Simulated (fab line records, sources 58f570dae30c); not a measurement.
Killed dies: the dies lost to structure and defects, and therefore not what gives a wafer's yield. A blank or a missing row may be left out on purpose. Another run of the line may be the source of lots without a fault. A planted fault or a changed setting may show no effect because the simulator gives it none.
Lot-split experiment -- flow berkeley-cmos170 -- 23 wafers read across 5 lots, on a route 331 steps long

== THE SPLIT ITSELF ==
At UCB170_M1_COAT_04 (resist thk 900 nm), the setting resist-thk-nm was moved away from the recipe's 900 nm on 6 of the 23 wafers read, by +2.4% to +5.5%. For the rest of the wafers, this setting stayed at what the recipe calls for.

The reading comes from the split's own step.

== THE READING ==
KrF_of_M1_COAT_04.thk-nm (the simulator's own value, which no gauge read), in nm, at UCB170_M1_COAT_04 (resist thk 900 nm). There is no usual value for it anywhere in the file. Across the 17 wafers here that went through the recipe, the average is 902.1 nm and the standard deviation 2.4 nm.

wafer,"tool, chamber at the split","resist-thk-nm as run, nm",against the recipe,"KrF_of_M1_COAT_04.thk-nm, nm",against lot-mates on the recipe
L076.2,"litho-track-03, 0",900,recipe,903.2,-
L076.3,"litho-track-03, 0",900,recipe,901,-
L076.4,"litho-track-03, 0",900,recipe,902,-
L081.1,"litho-track-04, 0",900,recipe,900.9,-
L081.2,"litho-track-04, 0",900,recipe,904.9,-
L081.3,"litho-track-04, 0",900,recipe,897.7,-
L081.5,"litho-track-04, 0",921.8,+2.4%,922.5,+21.3
L081.6,"litho-track-04, 0",921.8,+2.4%,923.1,+21.9
L083.1,"litho-track-01, 0",949.2,+5.5%,950.2,+49.4
L083.2,"litho-track-01, 0",900,recipe,899.7,-
L083.3,"litho-track-01, 0",900,recipe,902.3,-
L083.4,"litho-track-01, 0",949.2,+5.5%,948.1,+47.3
L083.6,"litho-track-01, 0",900,recipe,900.3,-
L082.1,"litho-track-03, 0",900,recipe,905.6,-
L082.2,"litho-track-03, 0",900,recipe,905.7,-
L082.3,"litho-track-03, 0",900,recipe,906.8,-
L082.4,"litho-track-03, 0",924.5,+2.7%,930.9,+24.9
L082.5,"litho-track-03, 0",924.5,+2.7%,928.6,+22.6
L084.1,"litho-track-03, 0",900,recipe,899.2,-
L084.2,"litho-track-03, 0",900,recipe,902.3,-
L084.4,"litho-track-03, 0",900,recipe,902.6,-
L084.5,"litho-track-03, 0",900,recipe,900.5,-
L084.6,"litho-track-03, 0",900,recipe,901,-

THE FIT
A straight line over all 23 wafers: KrF_of_M1_COAT_04.thk-nm changes by +8.83 nm for each +1% of resist-thk-nm; r = +0.99; the points scatter about the line by 2.5 nm.
The same after taking each lot's own level away (the mean of its wafers on the recipe; 23 wafers): +8.84 nm for each +1%; r = +1.00; scatter 1.5 nm.
Per that fit: largest resist-thk-nm move, reading shift of 48 nm.
The lots' own levels span 900.77 to 906.03 nm, that is 2.2 times the standard deviation above.
Consequently the slope shifts little with the lot-to-lot level, the two slopes agreeing.
Check: +47.7 nm against its lot-mates is what the line predicts for one of the wafers moved furthest among these (+5.5%) when that wafer is left out of the fit. It came out at +49.4 nm against them.

== THESE WAFERS: OTHER SPLITS ==
Other splits were also applied to these wafers ahead of the reading. Each is held against what the fit with the lots' levels taken away leaves over:
other split on the same wafers,wafers away from the commonest value,r with KrF_of_M1_COAT_04.thk-nm (lot level and that fit taken away)
UCB170_SDANNEAL_RTA_01 time-s,6,-0.07
UCB170_SILICIDE_SPUTTER_01 chamber-pressure-pa,15,-0.02

== THE FILE'S OWN FIT ==
KrF_of_M1_COAT_04.thk-nm changes by +8.83 nm for each +1% of resist-thk-nm, r = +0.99.
